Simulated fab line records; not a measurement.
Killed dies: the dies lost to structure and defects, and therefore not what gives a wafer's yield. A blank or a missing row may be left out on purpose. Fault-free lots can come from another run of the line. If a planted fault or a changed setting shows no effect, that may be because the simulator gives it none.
Which tool is to blame? / flow rit-cmos / 41 wafers from 14 lots sampled at 5 of the route's 202 steps

WHAT THE GAUGES SHOWED, per wafer
RIT_ACTIVE_THK_MEAS_04.
lot=L196; measured=day 1 14:29; on=film-metro-03; ACTIVE_NITRIDE_THK (nm)=147.9 149.7 148.5
lot=L197; measured=day 1 18:32; on=film-metro-01; ACTIVE_NITRIDE_THK (nm)=153.2 154.2 154.6
lot=L199; measured=day 2 05:53; on=film-metro-02; ACTIVE_NITRIDE_THK (nm)=151.0 150.6 151.2
lot=L200; measured=day 2 10:11; on=film-metro-03; ACTIVE_NITRIDE_THK (nm)=150.5 151.4 150.5
lot=L201; measured=day 2 15:41; on=film-metro-03; ACTIVE_NITRIDE_THK (nm)=149.3 150.0 150.4
lot=L202; measured=day 2 19:50; on=film-metro-01; ACTIVE_NITRIDE_THK (nm)=148.9 150.8 151.1
lot=L205; measured=day 3 12:55; on=film-metro-01; ACTIVE_NITRIDE_THK (nm)=149.8 151.2 152.1
lot=L207; measured=day 3 23:49; on=film-metro-01; ACTIVE_NITRIDE_THK (nm)=149.7 149.5 151.1
lot=L209; measured=day 4 07:28; on=film-metro-02; ACTIVE_NITRIDE_THK (nm)=153.5 152.1 152.8
lot=L210; measured=day 4 12:52; on=film-metro-02; ACTIVE_NITRIDE_THK (nm)=153.4 153.4
lot=L211; measured=day 4 17:10; on=film-metro-01; ACTIVE_NITRIDE_THK (nm)=150.6 149.5 149.1
lot=L217; measured=day 5 23:26; on=film-metro-03; ACTIVE_NITRIDE_THK (nm)=149.0 150.8 149.4
lot=L218; measured=day 6 05:45; on=film-metro-03; ACTIVE_NITRIDE_THK (nm)=151.3 152.2 151.1
lot=L219; measured=day 6 08:47; on=film-metro-01; ACTIVE_NITRIDE_THK (nm)=150.9 149.7 150.7

RIT_ACTIVE_CD_MEAS_11: the cd target is 1400 nm.
lot=L196; measured=day 1 15:30; on=cd-sem-01; cd-nm (nm)=1401.2 1404.5 1402.4
lot=L197; measured=day 1 19:26; on=cd-sem-01; cd-nm (nm)=1401.8 1399.9 1401.6
lot=L199; measured=day 2 07:01; on=cd-sem-01; cd-nm (nm)=1398.5 1397.7 1399.5
lot=L200; measured=day 2 11:08; on=cd-sem-02; cd-nm (nm)=1400.8 1401.3 1401.1
lot=L201; measured=day 2 16:37; on=cd-sem-01; cd-nm (nm)=1401.4 1400.0 1400.3
lot=L202; measured=day 2 20:44; on=cd-sem-02; cd-nm (nm)=1400.6 1397.9 1398.7
lot=L205; measured=day 3 13:58; on=cd-sem-01; cd-nm (nm)=1403.0 1403.0 1405.5
lot=L207; measured=day 4 00:43; on=cd-sem-01; cd-nm (nm)=1401.0 1400.9 1400.2
lot=L209; measured=day 4 08:30; on=cd-sem-01; cd-nm (nm)=1401.3 1401.0 1399.5
lot=L210; measured=day 4 13:53; on=cd-sem-01; cd-nm (nm)=1387.5 1392.5
lot=L211; measured=day 4 18:05; on=cd-sem-01; cd-nm (nm)=1389.9 1393.6 1387.6
lot=L217; measured=day 6 00:29; on=cd-sem-01; cd-nm (nm)=1402.1 1399.9 1401.6
lot=L218; measured=day 6 06:40; on=cd-sem-02; cd-nm (nm)=1400.5 1400.6 1402.3
lot=L219; measured=day 6 09:43; on=cd-sem-01; cd-nm (nm)=1395.7 1399.9 1400.0

RIT_PWELL_OVL_MEAS_06.
lot=L196; measured=day 2 04:08; on=overlay-01; PWELL_OVL (nm)=-1.3 -0.8 -0.1
lot=L197; measured=day 2 08:35; on=overlay-02; PWELL_OVL (nm)=-1.4 -1.1 -0.1
lot=L199; measured=day 2 17:47; on=overlay-01; PWELL_OVL (nm)=1.7 2.4 0.6
lot=L200; measured=day 2 21:10; on=overlay-02; PWELL_OVL (nm)=-0.5 -0.9 -2.1
lot=L201; measured=day 3 02:59; on=overlay-01; PWELL_OVL (nm)=1.4 2.1 2.6
lot=L202; measured=day 3 06:34; on=overlay-02; PWELL_OVL (nm)=-0.9 -0.5 -0.5
lot=L205; measured=day 4 00:11; on=overlay-01; PWELL_OVL (nm)=2.0 0.7 3.3
lot=L207; measured=day 4 08:41; on=overlay-01; PWELL_OVL (nm)=1.3 0.2 1.1
lot=L209; measured=day 4 18:03; on=overlay-01; PWELL_OVL (nm)=1.2 -0.2 1.4
lot=L210; measured=day 4 21:23; on=overlay-02; PWELL_OVL (nm)=1.6 3.7
lot=L211; measured=day 5 04:30; on=overlay-02; PWELL_OVL (nm)=0.6 0.6 0.1
lot=L217; measured=day 6 08:35; on=overlay-01; PWELL_OVL (nm)=0.4 1.2 0.1
lot=L218; measured=day 6 14:58; on=overlay-02; PWELL_OVL (nm)=0.8 2.6 1.1
lot=L219; measured=day 6 19:46; on=overlay-02; PWELL_OVL (nm)=1.0 1.3 1.7

RIT_GATE_OVL_MEAS_17.
lot=L196; measured=day 2 20:38; on=overlay-01; GATE_OVL (nm)=-3.9 -1.8 -2.7
lot=L197; measured=day 3 02:33; on=overlay-01; GATE_OVL (nm)=0.2 2.6 1.5
lot=L199; measured=day 3 13:01; on=overlay-01; GATE_OVL (nm)=0.9 -0.5 0.2
lot=L200; measured=day 3 14:34; on=overlay-02; GATE_OVL (nm)=-0.5 -0.1 1.8
lot=L201; measured=day 3 19:25; on=overlay-02; GATE_OVL (nm)=-0.7 -1.5 -0.7
lot=L202; measured=day 4 04:41; on=overlay-02; GATE_OVL (nm)=1.0 -0.6 0.3
lot=L205; measured=day 4 18:30; on=overlay-02; GATE_OVL (nm)=-0.7 -0.5 -1.7
lot=L207; measured=day 5 01:56; on=overlay-02; GATE_OVL (nm)=-0.9 -1.1 -1.4
lot=L209; measured=day 5 08:53; on=overlay-02; GATE_OVL (nm)=-0.1 0.0 0.2
lot=L210; measured=day 5 17:05; on=overlay-01; GATE_OVL (nm)=0.0 0.8
lot=L211; measured=day 5 18:28; on=overlay-02; GATE_OVL (nm)=-1.2 -1.5 -2.1
lot=L217; measured=day 7 02:31; on=overlay-01; GATE_OVL (nm)=0.0 0.6 0.9
lot=L218; measured=day 7 07:53; on=overlay-02; GATE_OVL (nm)=0.2 0.0 -1.3
lot=L219; measured=day 7 13:50; on=overlay-01; GATE_OVL (nm)=-0.6 0.3 -0.1

EACH LOT AND THE TOOL THAT RAN IT (in order: tool; ch and the chambers of the sampled wafers; start)
lot=L196; RIT_ACTIVE_EXPOSE_08=iline-stepper-02 ch 0, day 1 15:06
lot=L197; RIT_ACTIVE_EXPOSE_08=iline-stepper-02 ch 0, day 1 19:02
lot=L199; RIT_ACTIVE_EXPOSE_08=iline-stepper-01 ch 0, day 2 06:37
lot=L200; RIT_ACTIVE_EXPOSE_08=iline-stepper-01 ch 0, day 2 10:41
lot=L201; RIT_ACTIVE_EXPOSE_08=iline-stepper-01 ch 0, day 2 16:13
lot=L202; RIT_ACTIVE_EXPOSE_08=iline-stepper-01 ch 0, day 2 20:21
lot=L205; RIT_ACTIVE_EXPOSE_08=iline-stepper-01 ch 0, day 3 13:34
lot=L207; RIT_ACTIVE_EXPOSE_08=iline-stepper-01 ch 0, day 4 00:19
lot=L209; RIT_ACTIVE_EXPOSE_08=iline-stepper-02 ch 0, day 4 08:06
lot=L210; RIT_ACTIVE_EXPOSE_08=iline-stepper-01 ch 0, day 4 13:29
lot=L211; RIT_ACTIVE_EXPOSE_08=iline-stepper-01 ch 0, day 4 17:41
lot=L217; RIT_ACTIVE_EXPOSE_08=iline-stepper-02 ch 0, day 6 00:05
lot=L218; RIT_ACTIVE_EXPOSE_08=iline-stepper-02 ch 0, day 6 06:16
lot=L219; RIT_ACTIVE_EXPOSE_08=iline-stepper-02 ch 0, day 6 09:19
- RIT_ACTIVE_EXPOSE_08: exposes mask M1, target cd 1400 nm.

WHAT THE TOOLS THEMSELVES READ (means of the sampled wafers that have a number; where no wafer has one, the mark that the record gives instead)
RIT_ACTIVE_EXPOSE_08.
lot=L196 tool=iline-stepper-02 exposure-dose-mJ-cm2=227.47
lot=L197 tool=iline-stepper-02 exposure-dose-mJ-cm2=227.59
lot=L199 tool=iline-stepper-01 exposure-dose-mJ-cm2=227.34
lot=L200 tool=iline-stepper-01 exposure-dose-mJ-cm2=227.55
lot=L201 tool=iline-stepper-01 exposure-dose-mJ-cm2=227.57
lot=L202 tool=iline-stepper-01 exposure-dose-mJ-cm2=227.77
lot=L205 tool=iline-stepper-01 exposure-dose-mJ-cm2=227.72
lot=L207 tool=iline-stepper-01 exposure-dose-mJ-cm2=227.31
lot=L209 tool=iline-stepper-02 exposure-dose-mJ-cm2=227.48
lot=L210 tool=iline-stepper-01 exposure-dose-mJ-cm2=226.25
lot=L211 tool=iline-stepper-01 exposure-dose-mJ-cm2=224.99
lot=L217 tool=iline-stepper-02 exposure-dose-mJ-cm2=227.83
lot=L218 tool=iline-stepper-02 exposure-dose-mJ-cm2=227.67
lot=L219 tool=iline-stepper-02 exposure-dose-mJ-cm2=227.59

THE ANSWER, worked out from the rows above alone
Rule: the usual values come from the lots themselves. Put in order of their means at a reading, lots are off if they are a third of the lots or fewer, leave a main group of 4 or more, and stand apart from it by a gap of 3 or more times the standard deviation of the main group's means; of several such gaps the widest counts. If all means in a main group match to the digits the tables above print for the reading, that group is not used. Also off: a lot with no number at a reading for which 4 or more lots have one. Where the step has rows for the other lots, those lots are counted as sound. Order of review: gauges by route order, followed by the tools' own readings, for which a lot's mean as printed above is used. The first step at which some lot is off is used, and at that step the reading that is off furthest; a lot without a number counts as furthest.
Off at RIT_ACTIVE_CD_MEAS_11 (cd-nm): L210, L211. Mean 1400.8 nm and standard deviation 1.5 in the main group.
A tool fits if, at a process step before that reading, it ran every lot that is off, and no sound lot after the first of them. Not tried: the gauges at RIT_ACTIVE_CD_MEAS_11; whatever is off there is also off at RIT_ACTIVE_EXPOSE_08, on other tools, and gauge error can't account for it. One fits: iline-stepper-01 at RIT_ACTIVE_EXPOSE_08. Its last sound lot is L207 (day 4 00:19), its first lot that is off L210 (day 4 13:29): a fault that began between those two fits.
The tool's own readings at RIT_ACTIVE_EXPOSE_08 bear it out: on the lots that are off they differ by more than 5 times the standard deviation of the sound lots' means. exposure-dose-mJ-cm2 reads 225.62 there against 227.57 on the sound lots.

WHAT THE SIMULATOR HAD INSERTED
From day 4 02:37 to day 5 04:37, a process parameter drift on iline-stepper-01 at RIT_ACTIVE_EXPOSE_08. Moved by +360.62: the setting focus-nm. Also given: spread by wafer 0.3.
Lots struck among those shown: L210, L211. This agrees with what the rule above found.
